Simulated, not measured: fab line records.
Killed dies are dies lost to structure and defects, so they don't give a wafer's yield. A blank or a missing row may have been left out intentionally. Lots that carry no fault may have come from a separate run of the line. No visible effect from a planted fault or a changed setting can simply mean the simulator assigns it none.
One fault through the eyes of 2 desks :: flow rit_cmos :: numbers are kept per desk, each desk with only its own; the story behind them comes last

== DESK OF THE TOOL OWNER: implanter-01 ==
The tool's own readings at RIT_NRETRO_IMPLANT_08: means of the sampled wafers that have a number, for each lot that ran on this tool. Any lot whose mean is over 4 standard deviations away from the usual mean is out of limits and marked OUT; that distance is given in the brackets.
Columns: A = faraday_current_uA at RIT_NRETRO_IMPLANT_08, usual 31.8; B = tilt_deg at RIT_NRETRO_IMPLANT_08, usual 6.999 degrees
lot: L704
first seen here: day 3 17:54
A: 31.4
B: 6.981

lot: L709
first seen here: day 4 15:59
A: 31.4
B: 7.018

lot: L712
first seen here: day 5 06:55
A: 31.5
B: 6.993

lot: L715
first seen here: day 5 19:17
A: 31.6
B: 6.988

lot: L716
first seen here: day 6 00:49
A: 31.4
B: 7.017
This desk's finding: nothing out of limits on any of the 5 lots.

== FROM THE METROLOGY DESK ==
What the gauges read for every lot (on any tool): the sampled wafers with a number, averaged. Any lot whose mean is over 4 standard deviations away from the usual mean is out of limits and marked OUT; that distance is given in the brackets.
Columns: A = NRETRO_TW at RIT_NRETRO_TW_MEAS_10, usual 1060; B = cd_nm at RIT_M1_CD_MEAS_90, usual 2601 nm
lot: L698
first seen here: day 2 07:06
A: 1052
B: 2604

lot: L700
first seen here: day 2 20:33
A: 1057
B: 2606

lot: L701
first seen here: day 2 23:43
A: 1053
B: 2601

lot: L703
first seen here: day 3 10:18
A: 1065
B: 2598

lot: L704
first seen here: day 3 18:14
A: 1066
B: 2601

lot: L705
first seen here: day 3 22:47
A: 1059
B: 2605

lot: L706
first seen here: day 3 23:19
A: 1056
B: 2599

lot: L709
first seen here: day 4 16:16
A: 1061
B: 2602

lot: L710
first seen here: day 4 19:19
A: 1056
B: 2599

lot: L712
first seen here: day 5 07:15
A: 1005 (-8.6) OUT
B: 2601

lot: L713
first seen here: day 5 12:01
A: 1072
B: 2601

lot: L715
first seen here: day 5 19:35
A: 1022 (-6.0) OUT
B: 2603

lot: L716
first seen here: day 6 01:08
A: 1007 (-8.2) OUT
B: 2604

lot: L717
first seen here: day 6 07:27
A: 1059
B: 2598

lot: L718
first seen here: day 6 12:20
A: 1063
B: 2603
Finding of this desk: L712, L715, L716 out of limits, first seen on L712 at day 5 07:15 (NRETRO_TW at RIT_NRETRO_TW_MEAS_10). L698, L700, L701, L703, L704, L705, L706, L709, L710, L713, L717, L718: within limits.

== ALL TOGETHER ==
At day 5 07:15 the metrology desk could have sounded an alarm, on L712, L715, L716.
Nothing out of limits was seen by the tool owner's desk.
Tool owner's desk: L712, L715, L716 on record, inside its limits.
On implanter-01, each named lot ran RIT_NRETRO_IMPLANT_08.

== WHAT THE SIMULATOR HAD INSERTED ==
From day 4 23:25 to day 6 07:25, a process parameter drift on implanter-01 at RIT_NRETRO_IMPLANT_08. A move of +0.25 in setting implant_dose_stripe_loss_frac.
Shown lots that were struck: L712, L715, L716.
Time in hours between the start of the fault and the first out-of-limits reading at each desk: metrology desk, 8.
